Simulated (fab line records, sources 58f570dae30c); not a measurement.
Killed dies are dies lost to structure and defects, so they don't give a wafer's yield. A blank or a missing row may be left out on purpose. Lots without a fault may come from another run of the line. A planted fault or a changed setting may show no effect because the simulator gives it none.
Which tool did it? | flow berkeley_cmos170 | 7 lots, 21 wafers sampled, at 1 step of a route of 331

WHAT THE GAUGES READ, wafer by wafer
UCB170_NLDD_OVL_MEAS_07.
lot  | measured     | on         | NLDD_OVL (nm)
L903 | day 7 17:54  | overlay-02 | 9 12 4
L901 | day 7 18:23  | overlay-02 | -4 -2 6
L907 | day 8 19:29  | overlay-02 | -1 -3 -6
L911 | day 9 07:54  | overlay-01 | -11 -9 -3
L914 | day 10 15:08 | overlay-02 | -2 -6 0
L919 | day 11 16:34 | overlay-01 | -2 3 -3
L922 | day 12 19:19 | overlay-02 | -3 2 2

WHICH TOOL RAN EACH LOT (tool, then ch and the chambers of the sampled wafers, then the start)
The record holds no process step before these readings.

THE ANSWER, worked out from the rows above alone
Rule: what is usual is taken from the lots themselves. Put in order of their means at a reading, lots are off if they are a third of the lots or fewer, leave a main group of 4 or more, and stand apart from it by a gap of 3 or more times the standard deviation of the main group's means; of several such gaps the widest counts. A main group whose means are all the same, to the digits that the tables above print for the reading, isn't used. A lot without any number at a reading at which 4 lots or more have one is off too. The other lots that the step has rows for count as sound.
No lot is off at any reading shown: from this, nothing can be told.

WHAT THE SIMULATOR HAD PUT IN
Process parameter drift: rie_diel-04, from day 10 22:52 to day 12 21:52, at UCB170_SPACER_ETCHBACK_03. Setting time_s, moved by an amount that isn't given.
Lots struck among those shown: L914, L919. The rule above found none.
